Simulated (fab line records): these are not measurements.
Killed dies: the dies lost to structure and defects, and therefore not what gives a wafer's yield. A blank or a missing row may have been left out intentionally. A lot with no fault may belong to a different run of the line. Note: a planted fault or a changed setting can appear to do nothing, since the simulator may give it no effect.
Comparing a struck lot with a sound one || flow rit-cmos || 18 steps out of a route of 202
Sound: these wafers, L548.1, L548.2, L548.6. The struck wafers were L552.2, L552.3, L552.5. Last of all comes the cause.
Order at every step that has rows: each side's tool, ch and its chambers, its first start. Under that, the readings that differ: sound wafers || struck wafers || difference of the means || sigmas: that difference in standard deviations of wafers without a fault.
alike: readings with means less than 2 such deviations apart, plus words and numbers identical on both sides. not compared: withheld readings, readings lacking a value on some wafer, bounds such as >300 that could conceal the same value, and numbers that have no deviation in the record and whose values overlap.
Wherever a step has rows on one side only, a row that says differs or no value, or a row with sigmas, the two part there. Numbers that have no deviation but don't overlap get no sigmas and don't part them. A reading that every wafer of one side lacks parts them only if that side has two wafers or more.

first, 1 step without rows for these wafers: RIT_GATE_HARDBAKE_18 (time 60 s).
RIT_GATE_ETCH_19: etches poly-Si in SF6/CHF3/O2, stops on SiO2, time 165 s, target depth 312.5 nm.
  sound on rie-si-01 ch 0,1,3, day 3 01:02; struck on rie-si-01 ch 0,2, day 3 21:40
  alike: chamber-pressure-mTorr, drypump-motor-current-A, oes-product-au, throttle-valve-pct
  not compared: rf-hours-counter-h
RIT_GATE_STRIP_20: strips in O2, time 180 s.
  sound on plasma-asher-04 ch 0,1, day 3 01:09; struck on plasma-asher-04 ch 1, day 3 21:46
  alike: chamber-pressure-mTorr, drypump-motor-current-A
  not compared: rf-hours-counter-h
RIT_GATE_CD_MEAS_90: the cd target is 150 nm.
  sound on cd-sem-01, day 3 01:19; struck on cd-sem-02, day 3 21:58
  alike: cd-nm
then, 4 steps without rows for these wafers: RIT_REOX_CLEAN_00 (cleans in SC1, time 600 s); RIT_REOX_CLEAN_01 (cleans in dHF, time 30 s); RIT_REOX_CLEAN_02 (cleans in SC2, time 600 s); RIT_REOX_OXIDATION_03 (target thk 25.2 nm, ox time 5580 s).
RIT_REOX_THK_MEAS_04:
  sound on film-metro-04, day 3 04:32; struck on film-metro-01, day 4 00:59
{"reading": "REOX_OXIDE_THK (nm)", "sound": "25.8 26.3 25.8", "struck": "25.3 24.6 24.7", "difference": -1.1, "sigmas": -2}
then, 3 steps without rows for these wafers: RIT_NLDD_HMDS_00 (prime time 60 s); RIT_NLDD_COAT_01 (resist thk 1000 nm); RIT_NLDD_SOFTBAKE_02 (time 60 s).
RIT_NLDD_EXPOSE_03: exposes mask M7, target cd 40700 nm.
  sound on iline-stepper-01 ch 0, day 3 05:03; struck on iline-stepper-01 ch 0, day 4 01:38
{"reading": "model.NLDD.overlay-x-nm (nm)", "sound": "0.7795 0.7795 0.7795", "struck": "-150.4 -150.4 -150.4", "difference": -151.2, "sigmas": ""}
  alike: mask
then, 2 steps without rows for these wafers: RIT_NLDD_PEB_04; RIT_NLDD_DEVELOP_05 (develop time 50 s).
RIT_NLDD_OVL_MEAS_06:
  sound on overlay-02, day 3 05:27; struck on overlay-02, day 4 02:01
{"reading": "NLDD_OVL (nm)", "sound": "0.4 0.9 1.5", "struck": "-151.7 -149.1 -149.4", "difference": -151.0, "sigmas": -94}
then, 1 step without rows for these wafers: RIT_NLDD_HARDBAKE_07 (time 60 s).
RIT_M1_PROBE_99:
  sound on prober-01, day 3 20:55; struck on prober-02, day 4 18:09
{"reading": "model.etest.nldd.width-nm (nm)", "sound": "3212 3179 3219", "struck": "3123 3133 3133", "difference": -74, "sigmas": ""}
  alike: killed-at-contacts, killed-at-front-end, killed-dies, killed-open, killed-short

## WHERE THEY PART
First at RIT_REOX_THK_MEAS_04; last, within this record, at RIT_NLDD_OVL_MEAS_06. Later steps at which nothing parts them and some readings are alike: RIT_M1_PROBE_99.

WHY: the cause the simulator had injected
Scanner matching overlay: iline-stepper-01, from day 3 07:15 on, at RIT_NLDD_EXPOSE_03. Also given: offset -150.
